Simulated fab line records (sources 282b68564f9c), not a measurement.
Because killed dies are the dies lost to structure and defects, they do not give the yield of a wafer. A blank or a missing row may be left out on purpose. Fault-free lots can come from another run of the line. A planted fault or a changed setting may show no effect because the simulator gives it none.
fab line records + flow rit_cmos
[record]
- lots = 14
- wafers = 42
- last_day = 7
route steps=202 shown ACTIVE@4 M1@202
lots that met no fault: taken from a fault-free run of the same line
start_h: start of the lot's first displayed wafer, in hours after the record's first day + wait_h: time in hours since the lot's previous step + " same as the row above + L1.1+2: a row that stands for several wafers + - value missing, or start not given + * or withheld: withheld + < > ~ a bound
route shown NAME@n: names a module that has steps shown in the file, with the first one's number in the route + usual: average and standard deviation across the fault-free wafers + same: alike in all rows + chamber/n: place in a boat + sites: readings site by site + _std_site: how widely they spread, as a standard deviation + _edge_site: the outer-site mean with the inner-site mean subtracted + radius_mm: for every site, how far away it sits from the centre of the wafer + mask NAME#n: copy n + behind: the most recent tool/chamber to have shaped the wafer + hold: what put the lot on hold/how long, in hours/how the hold closed + device: transistor that didn't switch, given as n, p or np + end of line: the tests these same wafers got at the end of their route + a step given without rows: its recipe and nothing more + killed: count of dies lost to structure and defects at first sort (not the wafer's yield) + map: shows each die of a wafer: x if killed, . if not, _ if none is there
set.NAME: the setting the step ran with; set.NAME@STEP: the setting that earlier step ran with + model.NAME: the simulator's own value behind a step, which no gauge read
a sample of lots followed through the steps of the route, with each step as a table and each wafer as a row
services: from which hour (start_h, from the record's first day; less than 0 if before it) a tool's chamber was out of use, for how many hours, and why
[[steps]]
[step RIT_ACTIVE_CVD_03]
[recipe]
- material = Si3N4
- target_thk_nm = 150
- temp_c = 810
- precursor = SiH2Cl2/NH3
- time_s = 1500
- pressure_mtorr = 300
- sih2cl2_flow_sccm = 60
- nh3_flow_sccm = 150
[usual]
- nh3_flow_sccm = 150.0/0.46
- pressure_mtorr = 300.1/0.65
- zone_power_load_pct = 21.2/0.94
| lot.wafer | tool     | chamber | start_h | wait_h | nh3_flow_sccm | pressure_mtorr | zone_power_load_pct |
|-----------|----------|---------|---------|--------|---------------|----------------|---------------------|
| L347.1    | lpcvd-01 | 1       | 12.62   | 0.2    | 150.2         | 299.9          | 19.9                |
| L347.2    | "        | 1       | "       | "      | 150.1         | 299.6          | 20.0                |
| L347.3    | "        | 1       | "       | "      | 150.5         | 299.6          | 20.1                |
| L348.1    | lpcvd-02 | 0       | 19.06   | 0.1    | 149.5         | 300.4          | 21.6                |
| L348.4    | "        | 0       | "       | "      | 149.6         | 300.0          | 22.0                |
| L348.5    | "        | 0       | "       | "      | 149.8         | 299.6          | 21.8                |
| L349.2    | lpcvd-01 | 0       | 22.32   | 0.0    | 150.0         | 300.0          | 21.4                |
| L349.4    | "        | 0       | "       | "      | 150.0         | 300.0          | 21.5                |
| L349.6    | "        | 0       | "       | "      | 149.9         | 300.1          | 21.7                |
| L351.2    | lpcvd-01 | 1       | 32.97   | 0.6    | 149.6         | 299.7          | 20.0                |
| L351.3    | "        | 1       | "       | "      | 150.5         | 299.4          | 19.7                |
| L351.6    | "        | 1       | "       | "      | 149.5         | 300.6          | 20.2                |
| L352.1    | lpcvd-01 | 1       | 38.84   | 0.1    | 150.4         | 299.8          | 19.8                |
| L352.4    | "        | 1       | "       | "      | 150.6         | 299.0          | 19.6                |
| L352.6    | "        | 1       | "       | "      | 150.5         | 300.0          | 20.3                |
| L354.2    | lpcvd-01 | 1       | 48.97   | 0.0    | 149.4         | 299.9          | 20.1                |
| L354.3    | "        | 1       | "       | "      | 150.4         | 299.9          | 19.6                |
| L354.5    | "        | 1       | "       | "      | 150.0         | 300.5          | 19.8                |
| L357.1    | lpcvd-01 | 1       | 64.19   | 0.6    | 150.0         | 300.3          | 20.2                |
| L357.2    | "        | 1       | "       | "      | 149.8         | 300.9          | 20.2                |
| L357.3    | "        | 1       | "       | "      | 150.3         | 299.5          | 20.0                |
| L358.2    | lpcvd-02 | 0       | 67.42   | 0.3    | 150.6         | 299.6          | 21.9                |
| L358.3    | "        | 0       | "       | "      | 150.2         | 299.7          | 22.2                |
| L358.6    | "        | 0       | "       | "      | 150.1         | 299.2          | 22.4                |
| L364.3    | lpcvd-01 | 0       | 98.64   | 0.0    | -             | -              | -                   |
| L364.5    | "        | 0       | "       | "      | -             | -              | -                   |
| L364.6    | "        | 0       | "       | "      | -             | -              | -                   |
| L365.1    | lpcvd-02 | 0       | 103.43  | 1.4    | -             | -              | -                   |
| L365.2    | "        | 0       | "       | "      | -             | -              | -                   |
| L365.5    | "        | 0       | "       | "      | -             | -              | -                   |
| L367.2    | lpcvd-02 | 0       | 112.81  | 0.7    | 150.1         | 299.4          | 22.2                |
| L367.3    | "        | 0       | "       | "      | 150.4         | 300.4          | 22.3                |
| L367.5    | "        | 0       | "       | "      | 150.7         | 299.9          | 21.9                |
| L368.1    | lpcvd-01 | 0       | 117.85  | 0.1    | 149.6         | 300.4          | 21.5                |
| L368.3    | "        | 0       | "       | "      | 150.2         | 301.7          | 21.9                |
| L368.6    | "        | 0       | "       | "      | 149.9         | 300.7          | 22.0                |
| L369.3    | lpcvd-01 | 0       | 124.22  | 0.0    | 149.6         | 300.0          | 21.5                |
| L369.5    | "        | 0       | "       | "      | 150.0         | 300.0          | 21.9                |
| L369.6    | "        | 0       | "       | "      | 150.1         | 300.0          | 21.8                |
| L370.1    | lpcvd-02 | 1       | 127.11  | 0.1    | 150.0         | 299.9          | 21.6                |
| L370.2    | "        | 1       | "       | "      | 149.5         | 299.9          | 21.6                |
| L370.4    | "        | 1       | "       | "      | 149.3         | 300.0          | 21.6                |
[step RIT_ACTIVE_CD_MEAS_90]
[recipe]
- target_cd_nm = 1400
[usual]
- cd_nm = 1400.2/2.6
| lot.wafer | tool      | chamber | start_h | wait_h | cd_nm  |
|-----------|-----------|---------|---------|--------|--------|
| L347.1    | cd_sem-01 | -       | 15.66   | 0.1    | 1398.7 |
| L347.2    | "         | -       | "       | "      | 1400.4 |
| L347.3    | "         | -       | "       | "      | 1400.9 |
| L348.1    | cd_sem-01 | -       | 21.96   | 0.1    | 1399.1 |
| L348.4    | "         | -       | "       | "      | 1401.0 |
| L348.5    | "         | -       | "       | "      | 1402.1 |
| L349.2    | cd_sem-02 | -       | 25.24   | 0.1    | 1403.7 |
| L349.4    | "         | -       | "       | "      | 1403.6 |
| L349.6    | "         | -       | "       | "      | 1402.4 |
| L351.2    | cd_sem-02 | -       | 35.89   | 0.1    | 1396.8 |
| L351.3    | "         | -       | "       | "      | 1394.5 |
| L351.6    | "         | -       | "       | "      | 1396.6 |
| L352.1    | cd_sem-01 | -       | 41.87   | 0.1    | 1399.9 |
| L352.4    | "         | -       | "       | "      | 1398.8 |
| L352.6    | "         | -       | "       | "      | 1399.2 |
| L354.2    | cd_sem-02 | -       | 52.02   | 0.1    | 1401.3 |
| L354.3    | "         | -       | "       | "      | 1398.8 |
| L354.5    | "         | -       | "       | "      | 1401.1 |
| L357.1    | cd_sem-01 | -       | 67.22   | 0.1    | 1400.8 |
| L357.2    | "         | -       | "       | "      | 1398.9 |
| L357.3    | "         | -       | "       | "      | 1400.7 |
| L358.2    | cd_sem-02 | -       | 71.38   | 0.1    | 1398.2 |
| L358.3    | "         | -       | "       | "      | 1394.4 |
| L358.6    | "         | -       | "       | "      | 1397.6 |
| L364.3    | cd_sem-01 | -       | 102.32  | 0.1    | -      |
| L364.5    | "         | -       | "       | "      | -      |
| L364.6    | "         | -       | "       | "      | -      |
| L365.1    | cd_sem-01 | -       | 106.46  | 0.1    | -      |
| L365.2    | "         | -       | "       | "      | -      |
| L365.5    | "         | -       | "       | "      | -      |
| L367.2    | cd_sem-01 | -       | 115.89  | 0.1    | 1398.2 |
| L367.3    | "         | -       | "       | "      | 1398.3 |
| L367.5    | "         | -       | "       | "      | 1399.6 |
| L368.1    | cd_sem-01 | -       | 120.88  | 0.1    | 1401.8 |
| L368.3    | "         | -       | "       | "      | 1401.9 |
| L368.6    | "         | -       | "       | "      | 1404.5 |
| L369.3    | cd_sem-01 | -       | 127.17  | 0.1    | 1404.7 |
| L369.5    | "         | -       | "       | "      | 1403.6 |
| L369.6    | "         | -       | "       | "      | 1404.2 |
| L370.1    | cd_sem-01 | -       | 130.02  | 0.1    | 1401.6 |
| L370.2    | "         | -       | "       | "      | 1400.3 |
| L370.4    | "         | -       | "       | "      | 1402.0 |
[step RIT_M1_PROBE_99]
[usual]
- killed_at_contacts = 0.1/0.31
- killed_at_front_end = 7/3
- killed_dies = 7/3
- killed_on_rim = 1.8/1.2
- killed_open = 3.2/1.9
- killed_short = 3.6/2.2
[same]
- gross_dies = 264
- killed_at_M0_to_M3 = 0
- killed_at_M4_up = 0
- killed_at_back_side = 0
- killed_at_other = 0
| lot.wafer | tool      | chamber | start_h | wait_h | killed_at_contacts | killed_at_front_end | killed_dies | killed_on_rim | killed_open | killed_short |
|-----------|-----------|---------|---------|--------|--------------------|---------------------|-------------|---------------|-------------|--------------|
| L364.3    | prober-01 | -       | 148.02  | 0.2    | 0                  | 264                 | 264         | 70            | 1           | 0            |
| L364.5    | prober-01 | -       | 148.12  | 0.2    | 0                  | 264                 | 264         | 70            | 0           | 0            |
| L364.6    | prober-01 | -       | 148.17  | 0.2    | 0                  | 264                 | 264         | 70            | 1           | 0            |
| L365.1    | prober-02 | -       | 154.26  | 0.1    | 0                  | 264                 | 264         | 70            | 1           | 0            |
| L365.2    | prober-02 | -       | 154.31  | 0.1    | 0                  | 264                 | 264         | 70            | 2           | 0            |
| L365.5    | prober-02 | -       | 154.46  | 0.2    | 0                  | 264                 | 264         | 70            | 0           | 2            |
// killed by level:class
L364.3 ACTIVE:lost_pattern=260 ACTIVE:area_cvd=3 GATE:geometric_particle:open=1
L364.5 ACTIVE:lost_pattern=261 ACTIVE:area_cvd=3
L364.6 ACTIVE:lost_pattern=261 ACTIVE:area_cvd=2 FOX2:geometric_particle:open=1
L365.1 ACTIVE:lost_pattern=262 GATE:geometric_particle:open=1 ACTIVE:area_cvd=1
L365.2 ACTIVE:lost_pattern=261 GATE:geometric_particle:open=2 ACTIVE:area_cvd=1
L365.5 ACTIVE:lost_pattern=262 GATE:geometric_particle:short=2
[[services]]
| tool     | chamber | start_h | hours | kind |
|----------|---------|---------|-------|------|
| lpcvd-02 | -       | 118.38  | 2.8   | pm   |
[[key]]
[first_sign]
- step = RIT_ACTIVE_CVD_03
- reading = tool_record
- direction = missing
[effect]
- step = RIT_ACTIVE_CD_MEAS_90
- reading = cd_nm
- direction = missing
[effect]
- step = RIT_M1_PROBE_99
- reading = killed_at_front_end
- direction = up
- sigmas = 85
- usual = 7
- struck = 264
met_at RIT_ACTIVE_CVD_03
struck_lots L364,L365
later_rows_left_out L364.3,L364.5,L364.6,L365.1,L365.2,L365.5
tester_left_out L364,L365
onset_between 67.42 98.64
[fault]
- kind = skipped_step_whole
- tool = lpcvd-01,lpcvd-02
- chamber = -
- onset_h = 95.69
- steps = RIT_ACTIVE_CVD_03
- scope = struck_lots_only
// tester_left_out: of these lots the tester's yield and bins aren't shown, on N5 and GAA mostly nor the transistor test; their killed dies are dies lost to structure and defects alone, not to doping, threshold or leakage, so they don't give the yield
// later_rows_left_out: the simulator's readings of these wafers behind a module that went badly wrong aren't trusted and aren't shown, but for the sort
